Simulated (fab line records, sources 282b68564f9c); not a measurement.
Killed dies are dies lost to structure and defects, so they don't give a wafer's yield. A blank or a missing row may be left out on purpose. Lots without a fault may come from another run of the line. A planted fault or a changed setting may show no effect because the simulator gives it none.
A struck lot beside a sound one | flow rit_cmos | 15 steps out of a route of 202
Sound: wafers L907.1, L907.2, L907.4. Struck: wafers L916.1, L916.5, L916.6. The cause comes at the end.
At each step with rows: each side's tool, then ch and its chambers, then its first start. Under that, the readings that differ: sound wafers | struck wafers | difference of the means | sigmas: that difference in standard deviations of wafers without a fault.
alike: readings whose means differ by less than 2 such deviations, and words and numbers that are the same on both sides. not compared: withheld readings, readings that some wafer has no value for, bounds like >300 that may hide the same value, and numbers for which the record gives no deviation and whose values overlap.
The two part at a step that has a row with sigmas, a row that says differs or no value, or rows on one side only. Numbers that don't overlap but have no deviation are shown without sigmas and don't part them. A reading that every wafer of one side lacks parts them only if that side has two wafers or more.

first, 2 steps without rows for these wafers: RIT_NRETRO_PEB_04; RIT_NRETRO_DEVELOP_05 (develop time 68 s).
RIT_NRETRO_OVL_MEAS_06:
  sound on overlay-02, day 4 13:14; struck on overlay-02, day 6 09:35
  reading         | sound       | struck         | difference | sigmas
  NRETRO_OVL (nm) | 1.3 1.3 1.2 | -2.0 -2.1 -1.8 | -3.2       | -2
then, 2 steps without rows for these wafers: RIT_NRETRO_HARDBAKE_07 (time 120 s); RIT_NRETRO_IMPLANT_08.
RIT_NRETRO_STRIP_09: strips in O2, time 180 s.
  sound on plasma_asher-03 ch 0,1, day 4 13:40; struck on plasma_asher-03 ch 0,1, day 6 10:01
  alike: drypump_motor_current_A
  not compared: rf_hours_counter_h
RIT_NRETRO_TW_MEAS_10:
  sound on film_metro-01, day 4 13:50; struck on film_metro-04, day 6 10:12
  alike: NRETRO_TW
then, 5 steps without rows for these wafers: RIT_PRETRO_HMDS_00 (prime time 60 s); RIT_PRETRO_COAT_01 (resist thk 1300 nm); RIT_PRETRO_SOFTBAKE_02 (time 60 s); RIT_PRETRO_EXPOSE_03 (exposes mask M5, target cd 43700 nm); RIT_PRETRO_PEB_04.
RIT_PRETRO_DEVELOP_05: develop time 68 s.
  sound on litho_track-02 ch 0, day 4 14:00; struck on litho_track-02 ch 0, day 6 10:00
  reading              | sound             | struck            | difference | sigmas
  developer_temp_C (C) | 23.12 23.08 23.06 | 25.31 25.40 25.35 | +2.27      | +24
RIT_PRETRO_OVL_MEAS_06:
  sound on overlay-01, day 4 14:47; struck on overlay-02, day 6 11:08
  alike: PRETRO_OVL
RIT_M1_PROBE_99:
  sound on prober-01, day 5 16:30; struck on prober-01, day 7 14:34
  alike: killed_at_contacts, killed_at_front_end, killed_dies, killed_open, killed_short

WHERE THEY PART
First at RIT_NRETRO_OVL_MEAS_06; last, within this record, at RIT_PRETRO_DEVELOP_05. Later steps at which nothing parts them and some readings are alike: RIT_PRETRO_OVL_MEAS_06, RIT_M1_PROBE_99.

WHY: what the simulator had put in
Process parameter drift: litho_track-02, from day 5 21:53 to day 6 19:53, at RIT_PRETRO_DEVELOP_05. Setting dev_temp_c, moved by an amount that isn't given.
